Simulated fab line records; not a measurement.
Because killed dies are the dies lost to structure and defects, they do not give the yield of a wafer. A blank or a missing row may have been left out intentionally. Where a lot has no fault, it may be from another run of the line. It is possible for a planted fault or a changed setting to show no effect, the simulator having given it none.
The tool behind it: which one? | flow berkeleyCmos170 | Sampling: 15 lots, 45 wafers, 4 of 331 route steps

WHAT THE GAUGES READ, wafer by wafer
UCB170_M1_OVL_MEAS_10.
lot  | measured     | on         | M1_OVL (nm)
L144 | day 8 18:55  | overlay-02 | 1 4 -4
L147 | day 9 05:27  | overlay-02 | -7 -2 -9
L149 | day 9 07:22  | overlay-02 | 3 -1 -8
L148 | day 9 07:55  | overlay-02 | 9 6 7
L145 | day 9 08:58  | overlay-02 | 0 -8 -10
L151 | day 9 21:11  | overlay-02 | 2 11 2
L152 | day 9 21:42  | overlay-02 | 1 -3 -3
L153 | day 10 09:50 | overlay-01 | -1 -5 -1
L154 | day 10 10:08 | overlay-01 | 4 13 13
L155 | day 11 06:43 | overlay-02 | 3 7 7
L156 | day 11 06:49 | overlay-02 | 4 11 5
L158 | day 11 08:58 | overlay-01 | 2 2 -1
L157 | day 11 09:14 | overlay-02 | -3 8 0
L166 | day 13 03:58 | overlay-01 | -7 -4 -4
L167 | day 13 05:02 | overlay-02 | 3 10 0

UCB170_M2_CD_MEAS_15: the cd target is 700 nm.
lot  | measured     | on       | cdNm (nm)
L144 | day 9 03:03  | cdSem-02 | 698.4 698.3 699.4
L147 | day 9 14:22  | cdSem-02 | 701.7 702.0 701.4
L149 | day 9 14:49  | cdSem-02 | 702.0 702.8 701.5
L148 | day 9 15:58  | cdSem-02 | 700.7 701.5 701.1
L145 | day 9 18:04  | cdSem-02 | 699.8 700.2 701.6
L151 | day 10 04:18 | cdSem-02 | 698.5 699.0 697.8
L152 | day 10 04:55 | cdSem-01 | 698.0 698.7 699.6
L153 | day 10 21:53 | cdSem-02 | 697.6 697.3 697.7
L154 | day 10 21:26 | cdSem-02 | 701.6 702.1 701.4
L155 | day 11 13:31 | cdSem-01 | 700.5 701.7 700.9
L156 | day 11 14:27 | cdSem-02 | - - -
L158 | day 11 16:28 | cdSem-02 | - - -
L157 | day 11 16:08 | cdSem-02 | - - -
L166 | day 13 12:09 | cdSem-01 | 700.6 701.1 701.6
L167 | day 13 18:28 | cdSem-01 | 699.7 699.6 699.9

UCB170_V2_BOW_MEAS_03.
lot  | measured     | on           | V2_BOW (um)
L144 | day 9 04:12  | filmMetro-04 | 37 43 48
L147 | day 9 15:35  | filmMetro-01 | 31 47 36
L149 | day 9 16:03  | filmMetro-02 | 45 29 43
L148 | day 9 17:05  | filmMetro-01 | 33 38 37
L145 | day 9 19:26  | filmMetro-01 | 32 39 23
L151 | day 10 05:25 | filmMetro-02 | 39 33 31
L152 | day 10 06:02 | filmMetro-01 | 35 37 38
L153 | day 10 23:01 | filmMetro-01 | 40 31 34
L154 | day 10 22:38 | filmMetro-02 | 34 28 32
L155 | day 11 14:38 | filmMetro-02 | 32 28 38
L166 | day 13 13:16 | filmMetro-02 | 33 42 45
L167 | day 13 20:21 | filmMetro-02 | 47 42 41

WHICH TOOL RAN EACH LOT (tool, then ch and the chambers of the sampled wafers, then the start)
lot  | UCB170_M2_PEB_13
L144 | lithoTrack-03 ch 0, day 9 02:47
L147 | lithoTrack-03 ch 0, day 9 14:01
L149 | lithoTrack-03 ch 0, day 9 14:32
L148 | lithoTrack-03 ch 0, day 9 15:42
L145 | lithoTrack-02 ch 0, day 9 17:43
L151 | lithoTrack-02 ch 0, day 10 04:01
L152 | lithoTrack-03 ch 0, day 10 04:38
L153 | lithoTrack-02 ch 0, day 10 21:37
L154 | lithoTrack-01 ch 0, day 10 21:09
L155 | lithoTrack-03 ch 0, day 11 13:12
L156 | lithoTrack-03, day 11 14:11
L158 | lithoTrack-02, day 11 16:11
L157 | lithoTrack-03, day 11 15:52
L166 | lithoTrack-01 ch 0, day 13 11:52
L167 | lithoTrack-01 ch 0, day 13 18:04
- UCB170_M2_PEB_13

WHAT THE TOOLS THEMSELVES READ (means of the sampled wafers that have a number; where no wafer has one, the mark that the record gives instead)
UCB170_M2_PEB_13.
lot  | tool          | chillPlateTempC (C) | exhaustPa (Pa) | plateTempC (C)
L144 | lithoTrack-03 | 22.99               | 44.5           | 130.10
L147 | lithoTrack-03 | 23.03               | 45.7           | 130.03
L149 | lithoTrack-03 | 22.99               | 44.9           | 130.08
L148 | lithoTrack-03 | 23.12               | 43.9           | 130.17
L145 | lithoTrack-02 | 23.05               | 43.7           | 130.08
L151 | lithoTrack-02 | 22.98               | 44.7           | 130.08
L152 | lithoTrack-03 | 22.97               | 43.9           | 129.82
L153 | lithoTrack-02 | 23.02               | 45.3           | 129.97
L154 | lithoTrack-01 | 22.94               | 44.1           | 130.13
L155 | lithoTrack-03 | 23.06               | 44.4           | 129.84
L156 | lithoTrack-03 | -                   | -              | -
L158 | lithoTrack-02 | -                   | -              | -
L157 | lithoTrack-03 | -                   | -              | -
L166 | lithoTrack-01 | 22.90               | 45.0           | 129.77
L167 | lithoTrack-01 | 22.99               | 45.2           | 129.88

THE ANSWER, worked out from the rows above alone
Rule: the usual values come from the lots themselves. The widest of any qualifying gaps counts: lots, ordered by their means at a reading, are off when they make up no more than a third of the lots, leave a main group of 4 or more, and stand apart from it by 3 or more times the standard deviation of that group's means. A main group is skipped when, at the precision printed for the reading in the tables above, its means are all equal. A lot without any number at a reading at which 4 lots or more have one is off too. The other lots that the step has rows for count as sound. The gauges are gone through in route order, then the tools' own readings, and for those a lot's mean is taken as printed above. At the first step where some lot is off, the reading lying furthest off is the one used; lots without a number count as furthest.
Off: L156, L158, L157 (UCB170_M2_CD_MEAS_15, cdNm). Without a number there: L156, L158, L157. The main group has a mean of 700.2 nm with a standard deviation of 1.5.
If a tool, at a process step before that reading, ran all the lots that are off and no sound lot after the first of them, it fits. The gauges at UCB170_M2_CD_MEAS_15 aren't tried: what is off there is off at UCB170_M2_PEB_13 too, on other tools, and a gauge's error can't cause that. None of those tried fits.

WHAT HAD BEEN PUT IN BY THE SIMULATOR
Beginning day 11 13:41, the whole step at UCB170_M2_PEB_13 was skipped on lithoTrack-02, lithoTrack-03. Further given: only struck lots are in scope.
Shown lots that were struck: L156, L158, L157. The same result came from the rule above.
